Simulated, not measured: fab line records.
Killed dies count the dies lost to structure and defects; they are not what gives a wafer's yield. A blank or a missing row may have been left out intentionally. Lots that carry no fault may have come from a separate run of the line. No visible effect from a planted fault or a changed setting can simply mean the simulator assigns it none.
Which tool did it? | flow berkeleyCmos170 | Sampling: 24 lots, 72 wafers, 6 of 331 route steps

== WHAT EACH GAUGE READ, for each wafer ==
UCB170_NVT_OVL_MEAS_06.
lot  | measured     | on         | NVT_OVL (nm)
L074 | day 6 20:14  | overlay-01 | -4 -7 -3
L075 | day 6 20:02  | overlay-01 | 1 1 9
L076 | day 7 09:51  | overlay-01 | 5 1 3
L077 | day 7 10:52  | overlay-01 | 1 2 8
L080 | day 7 10:34  | overlay-02 | -5 -6 -3
L078 | day 7 10:10  | overlay-01 | 2 -6 0
L079 | day 7 10:51  | overlay-02 | -5 -1 -4
L081 | day 7 21:32  | overlay-02 | -1 -5 -3
L083 | day 7 21:46  | overlay-02 | -14 -5 -12
L082 | day 7 21:38  | overlay-01 | -9 -4 -10
L084 | day 8 10:20  | overlay-02 | 0 4 0
L085 | day 8 10:35  | overlay-01 | 2 -4 -6
L086 | day 8 18:40  | overlay-02 | 10 5 9
L087 | day 8 18:30  | overlay-01 | 6 0 2
L088 | day 9 13:15  | overlay-01 | 13 7 9
L089 | day 9 12:47  | overlay-02 | 0 -5 0
L090 | day 9 12:46  | overlay-01 | 6 9 2
L091 | day 9 19:14  | overlay-01 | 4 1 8
L092 | day 9 18:58  | overlay-01 | -1 0 4
L093 | day 10 13:56 | overlay-02 | 10 8 13
L095 | day 10 14:13 | overlay-01 | -8 -4 -8
L094 | day 10 13:45 | overlay-02 | -5 -1 0
L097 | day 10 23:48 | overlay-01 | 0 0 -4
L096 | day 10 23:28 | overlay-01 | 9 6 7

UCB170_GATE_CD_MEAS_90: the cd target is 350 nm.
lot  | measured     | on       | cdNm (nm)
L074 | day 7 11:32  | cdSem-02 | 352.3 352.9 352.2
L075 | day 7 12:18  | cdSem-02 | 348.6 349.9 349.9
L076 | day 8 03:58  | cdSem-02 | 349.2 349.9 348.5
L077 | day 8 05:03  | cdSem-02 | 351.6 352.1 350.8
L080 | day 8 04:49  | cdSem-02 | 350.3 348.4 349.5
L078 | day 8 03:46  | cdSem-02 | 346.8 346.6 346.8
L079 | day 8 04:13  | cdSem-02 | 349.8 349.6 351.3
L081 | day 8 18:56  | cdSem-02 | 352.7 351.0 352.4
L083 | day 8 19:07  | cdSem-02 | 350.2 350.7 351.4
L082 | day 8 19:11  | cdSem-02 | 352.9 350.7 350.7
L084 | day 9 02:57  | cdSem-02 | 351.9 351.9 352.8
L085 | day 9 02:28  | cdSem-02 | 348.7 348.9 349.5
L086 | day 9 10:44  | cdSem-02 | 348.7 347.9 349.0
L087 | day 9 11:21  | cdSem-02 | 348.0 349.0 349.9
L088 | day 10 09:02 | cdSem-02 | 351.6 351.4 350.2
L089 | day 10 08:53 | cdSem-02 | 350.5 348.8 350.3
L090 | day 10 09:18 | cdSem-01 | 352.6 352.9 352.0
L091 | day 10 09:17 | cdSem-02 | 349.0 349.6 349.8
L092 | day 10 09:26 | cdSem-02 | 350.7 349.8 350.0
L093 | day 11 10:29 | cdSem-02 | 351.3 349.4 349.5
L095 | day 11 10:47 | cdSem-02 | 350.1 349.9 350.0
L094 | day 11 11:02 | cdSem-02 | 350.6 351.2 349.7
L097 | day 11 19:22 | cdSem-01 | 350.3 350.8 352.2
L096 | day 11 19:12 | cdSem-01 | 352.2 351.8 353.8

UCB170_V2_CD_MEAS_12: the cd target is 700 nm.
lot  | measured     | on       | cdNm (nm)
L074 | day 9 12:14  | cdSem-02 | 699.8 699.5 699.1
L075 | day 9 08:45  | cdSem-02 | 699.2 700.2 698.5
L076 | day 10 01:37 | cdSem-01 | 700.4 699.8 700.7
L077 | day 10 05:08 | cdSem-01 | 700.2 700.3 701.2
L080 | day 10 05:38 | cdSem-01 | 699.4 699.5 699.4
L078 | day 10 00:56 | cdSem-01 | 700.6 700.6 700.6
L079 | day 10 01:53 | cdSem-01 | 697.1 697.4 697.3
L081 | day 10 16:10 | cdSem-02 | 698.4 700.0 699.7
L083 | day 10 21:14 | cdSem-01 | 700.8 702.0 701.4
L082 | day 10 19:37 | cdSem-02 | 700.8 700.9 700.0
L084 | day 10 19:56 | cdSem-01 | 697.6 698.9 699.4
L085 | day 10 20:26 | cdSem-02 | 703.4 701.8 702.8
L086 | day 11 03:24 | cdSem-02 | 700.4 699.5 700.0
L087 | day 11 05:13 | cdSem-02 | 701.6 701.4 701.0
L088 | day 11 20:05 | cdSem-02 | 702.5 702.2 702.2
L089 | day 11 18:27 | cdSem-02 | 699.5 698.7 698.3
L090 | day 11 21:41 | cdSem-02 | 702.6 699.1 698.6
L091 | day 11 23:41 | cdSem-02 | 698.9 698.8 699.9
L092 | day 11 23:57 | cdSem-02 | 697.6 700.2 700.0
L093 | day 12 23:21 | cdSem-02 | 698.0 698.8 698.3
L095 | day 12 22:02 | cdSem-01 | 701.1 699.6 700.4
L094 | day 12 23:58 | cdSem-02 | 699.0 698.8 700.0
L097 | day 13 05:45 | cdSem-01 | 698.7 698.9 698.5
L096 | day 13 06:55 | cdSem-02 | 699.1 699.0 698.0

== WHAT TOOL EACH LOT RAN ON (gives the tool, then ch and the chambers of the sampled wafers, and finally the start) ==
lot  | UCB170_NWELL_ETCH_13             | UCB170_BACKSIDE_STRIP_03            | UCB170_M2_ETCH_17
L074 | rieDiel-04 ch 1,2,3, day 3 01:05 | plasmaAsher-02 ch 0,1, day 8 06:15  | rieDiel-01 ch 1,2,3, day 9 07:36
L075 | rieDiel-03 ch 0,2,3, day 3 01:19 | plasmaAsher-02 ch 0,1, day 8 05:29  | rieDiel-04 ch 0,1,3, day 9 02:15
L076 | rieDiel-01 ch 0,3, day 3 12:28   | plasmaAsher-01 ch 0,1, day 8 21:58  | rieDiel-04 ch 1,2, day 9 22:22
L077 | rieDiel-04 ch 2,3, day 3 12:38   | plasmaAsher-04 ch 0,1, day 8 23:09  | rieDiel-01 ch 0,2, day 10 00:19
L080 | rieDiel-03 ch 1,2,3, day 3 18:13 | plasmaAsher-02 ch 0,1, day 8 23:20  | rieDiel-03 ch 0,2,3, day 10 00:51
L078 | rieDiel-01 ch 1,2, day 3 18:16   | plasmaAsher-02 ch 0,1, day 8 22:17  | rieDiel-04 ch 2,3, day 9 21:36
L079 | rieDiel-04 ch 0,1,3, day 3 18:33 | plasmaAsher-02 ch 0,1, day 8 22:53  | rieDiel-01 ch 0,1,3, day 9 23:11
L081 | rieDiel-03 ch 0,2, day 4 01:16   | plasmaAsher-04 ch 0,1, day 9 16:50  | rieDiel-04 ch 0,1, day 10 13:21
L083 | rieDiel-04 ch 1,2, day 4 05:36   | plasmaAsher-02 ch 0,1, day 9 16:57  | rieDiel-04 ch 0,3, day 10 18:13
L082 | rieDiel-01 ch 0,1,3, day 4 05:38 | plasmaAsher-02 ch 0,1, day 9 16:28  | rieDiel-04 ch 0,1,2, day 10 17:21
L084 | rieDiel-04 ch 0,2,3, day 4 15:16 | plasmaAsher-01 ch 0,1, day 9 22:11  | rieDiel-01 ch 0,1,3, day 10 17:29
L085 | rieDiel-01 ch 0,1,3, day 4 15:32 | plasmaAsher-01 ch 0,1, day 9 21:31  | rieDiel-03 ch 0,1,3, day 10 18:06
L086 | rieDiel-01 ch 2,3, day 5 00:41   | plasmaAsher-01 ch 0,1, day 10 06:01 | rieDiel-01 ch 1,3, day 11 01:14
L087 | rieDiel-01 ch 0,2,3, day 5 06:26 | plasmaAsher-01 ch 0,1, day 10 05:34 | rieDiel-01 ch 0,1, day 11 02:41
L088 | rieDiel-04 ch 1,2,3, day 5 13:17 | plasmaAsher-04 ch 0,1, day 11 02:05 | rieDiel-04 ch 2,3, day 11 17:18
L089 | rieDiel-01 ch 0,1,2, day 5 13:37 | plasmaAsher-04 ch 0,1, day 11 01:44 | rieDiel-03 ch 0,2,3, day 11 15:42
L090 | rieDiel-01 ch 0,2,3, day 5 21:40 | plasmaAsher-02 ch 0,1, day 11 02:11 | rieDiel-04 ch 0,3, day 11 19:04
L091 | rieDiel-03 ch 0,1,3, day 6 06:07 | plasmaAsher-01 ch 0,1, day 11 02:17 | rieDiel-01 ch 1,3, day 11 21:28
L092 | rieDiel-01 ch 0,2, day 6 06:10   | plasmaAsher-02 ch 0,1, day 11 02:34 | rieDiel-04 ch 0,3, day 11 21:37
L093 | rieDiel-04 ch 1,2, day 6 15:35   | plasmaAsher-04 ch 0,1, day 12 03:46 | rieDiel-04 ch 1,3, day 12 21:11
L095 | rieDiel-01 ch 0,1,2, day 6 20:05 | plasmaAsher-01 ch 0,1, day 12 04:13 | rieDiel-03 ch 0,2, day 12 19:50
L094 | rieDiel-04 ch 1,3, day 6 20:22   | plasmaAsher-04 ch 0,1, day 12 04:17 | rieDiel-03 ch 0,2, day 12 21:25
L097 | rieDiel-04 ch 1,2, day 7 03:07   | plasmaAsher-02 ch 0,1, day 12 12:07 | rieDiel-01 ch 0,1, day 13 02:55
L096 | rieDiel-01 ch 0,1, day 7 03:09   | plasmaAsher-02 ch 0,1, day 12 12:39 | rieDiel-01 ch 0,1,2, day 13 04:25
- UCB170_NWELL_ETCH_13: etches Si3N4 in CH3F/Ar/O2, stops on SiO2, target depth 246.4 nm, time 154 s.
- UCB170_BACKSIDE_STRIP_03: strips in O2.
- UCB170_M2_ETCH_17: etches BARC in N2/H2.

== AS READ BY THE TOOLS THEMSELVES (means over the sampled wafers that have a number; for cases with no such wafer, the mark the record gives instead) ==
UCB170_NWELL_ETCH_13.
lot  | tool       | drypumpMotorCurrentA (A) | mfcArSccm (sccm) | oesProductAu (a.u.) | throttleValvePct (%)
L074 | rieDiel-04 | 5.6                      | 50.02            | 0.947               | 8.04
L075 | rieDiel-03 | 5.7                      | 50.06            | 0.948               | 8.18
L076 | rieDiel-01 | 5.4                      | 50.14            | 0.926               | 7.99
L077 | rieDiel-04 | 5.3                      | 49.87            | 0.931               | 8.08
L080 | rieDiel-03 | 5.9                      | 50.00            | 0.944               | 8.06
L078 | rieDiel-01 | 6.0                      | 49.90            | 0.925               | 7.96
L079 | rieDiel-04 | 5.7                      | 49.83            | 0.961               | 8.03
L081 | rieDiel-03 | 5.3                      | 49.95            | 0.954               | 8.18
L083 | rieDiel-04 | 5.6                      | 50.01            | 0.937               | 8.08
L082 | rieDiel-01 | 5.7                      | 50.09            | 0.933               | 7.94
L084 | rieDiel-04 | 5.5                      | 50.03            | 0.947               | 8.13
L085 | rieDiel-01 | 5.7                      | 49.93            | 0.945               | 7.94
L086 | rieDiel-01 | 5.8                      | 50.05            | 0.913               | 8.00
L087 | rieDiel-01 | 5.7                      | 50.01            | 0.915               | 7.99
L088 | rieDiel-04 | 5.5                      | 50.08            | 0.922               | 8.03
L089 | rieDiel-01 | 5.8                      | 50.00            | 0.927               | 7.95
L090 | rieDiel-01 | 5.7                      | 50.02            | 0.918               | 8.00
L091 | rieDiel-03 | 5.7                      | 50.11            | 0.952               | 8.13
L092 | rieDiel-01 | 5.5                      | 49.90            | 0.930               | 7.99
L093 | rieDiel-04 | 5.7                      | 50.13            | 0.942               | 7.98
L095 | rieDiel-01 | 5.8                      | 49.87            | 0.930               | 7.95
L094 | rieDiel-04 | 5.5                      | 49.86            | 0.952               | 7.99
L097 | rieDiel-04 | 5.8                      | 49.94            | 0.948               | 7.98
L096 | rieDiel-01 | 5.8                      | 50.15            | 0.950               | 7.90

UCB170_BACKSIDE_STRIP_03.
lot  | tool           | drypumpMotorCurrentA (A) | oesProductAu (a.u.) | stripTimeToEndpointS (s)
L074 | plasmaAsher-02 | 5.99                     | 0.739               | 21.98
L075 | plasmaAsher-02 | 5.83                     | 0.739               | 21.96
L076 | plasmaAsher-01 | 6.12                     | 0.733               | 21.97
L077 | plasmaAsher-04 | 6.20                     | 0.733               | 21.93
L080 | plasmaAsher-02 | 5.83                     | 0.731               | 21.98
L078 | plasmaAsher-02 | 5.98                     | 0.735               | 21.93
L079 | plasmaAsher-02 | 5.99                     | 0.734               | 22.03
L081 | plasmaAsher-04 | 6.20                     | 0.734               | 21.99
L083 | plasmaAsher-02 | 5.83                     | 0.734               | 21.95
L082 | plasmaAsher-02 | 6.00                     | 0.736               | 21.94
L084 | plasmaAsher-01 | 6.08                     | 0.728               | 21.91
L085 | plasmaAsher-01 | 6.08                     | 0.737               | 21.92
L086 | plasmaAsher-01 | 6.12                     | 0.735               | 21.95
L087 | plasmaAsher-01 | 6.10                     | 0.738               | 21.90
L088 | plasmaAsher-04 | 6.20                     | 0.732               | 21.97
L089 | plasmaAsher-04 | 6.20                     | 0.735               | 21.98
L090 | plasmaAsher-02 | 6.01                     | 0.736               | 21.96
L091 | plasmaAsher-01 | 6.08                     | 0.733               | 21.97
L092 | plasmaAsher-02 | 6.01                     | 0.733               | 21.98
L093 | plasmaAsher-04 | 6.20                     | 0.733               | 21.92
L095 | plasmaAsher-01 | 6.11                     | 0.731               | 21.85
L094 | plasmaAsher-04 | 6.33                     | 0.735               | 21.99
L097 | plasmaAsher-02 | 5.99                     | 0.732               | 21.94
L096 | plasmaAsher-02 | 5.84                     | 0.735               | 21.83

UCB170_M2_ETCH_17.
lot  | tool       | drypumpMotorCurrentA (A) | oesProductAu (a.u.) | throttleValvePct (%)
L074 | rieDiel-01 | 5.9                      | 0.968               | 13.13
L075 | rieDiel-04 | 5.7                      | 1.005               | 13.32
L076 | rieDiel-04 | 5.7                      | 1.001               | 13.22
L077 | rieDiel-01 | 5.8                      | 0.960               | 13.19
L080 | rieDiel-03 | 5.7                      | 1.008               | 13.44
L078 | rieDiel-04 | 5.3                      | 1.008               | 13.38
L079 | rieDiel-01 | 5.7                      | 0.984               | 13.15
L081 | rieDiel-04 | 5.8                      | 1.014               | 13.35
L083 | rieDiel-04 | 5.5                      | 1.006               | 13.39
L082 | rieDiel-04 | 5.7                      | 1.016               | 13.34
L084 | rieDiel-01 | 5.7                      | 0.994               | 13.14
L085 | rieDiel-03 | 5.7                      | 1.009               | 13.37
L086 | rieDiel-01 | 5.9                      | 0.994               | 13.08
L087 | rieDiel-01 | 5.5                      | 0.989               | 13.14
L088 | rieDiel-04 | 5.3                      | 1.009               | 13.38
L089 | rieDiel-03 | 5.8                      | 1.010               | 13.43
L090 | rieDiel-04 | 5.6                      | 1.009               | 13.43
L091 | rieDiel-01 | 5.9                      | 0.981               | 13.14
L092 | rieDiel-04 | 5.7                      | 1.008               | 13.42
L093 | rieDiel-04 | 5.5                      | 1.002               | 13.27
L095 | rieDiel-03 | 5.3                      | 0.993               | 13.43
L094 | rieDiel-03 | 5.3                      | 0.995               | 13.42
L097 | rieDiel-01 | 5.5                      | 0.998               | 13.14
L096 | rieDiel-01 | 5.8                      | 0.990               | 13.13

== THE ANSWER, worked out from the rows above alone ==
Rule: what is usual is taken from the lots themselves. Put in order of their means at a reading, lots are off if they are a third of the lots or fewer, leave a main group of 4 or more, and stand apart from it by a gap of 3 or more times the standard deviation of the main group's means; of several such gaps the widest counts. A main group is skipped when, at the precision printed for the reading in the tables above, its means are all equal. Also off: a lot with no number at a reading for which 4 or more lots have one. Any other lot the step has rows for is counted as sound. First the gauges in route order, then the tools' own readings, where a lot's mean is used as printed above. The first step at which some lot is off is used, and at that step the reading that is off furthest; a lot without a number counts as furthest.
Across all readings shown, no lot is off: no conclusion can be drawn from this.

== WHAT THE SIMULATOR HAD PUT IN ==
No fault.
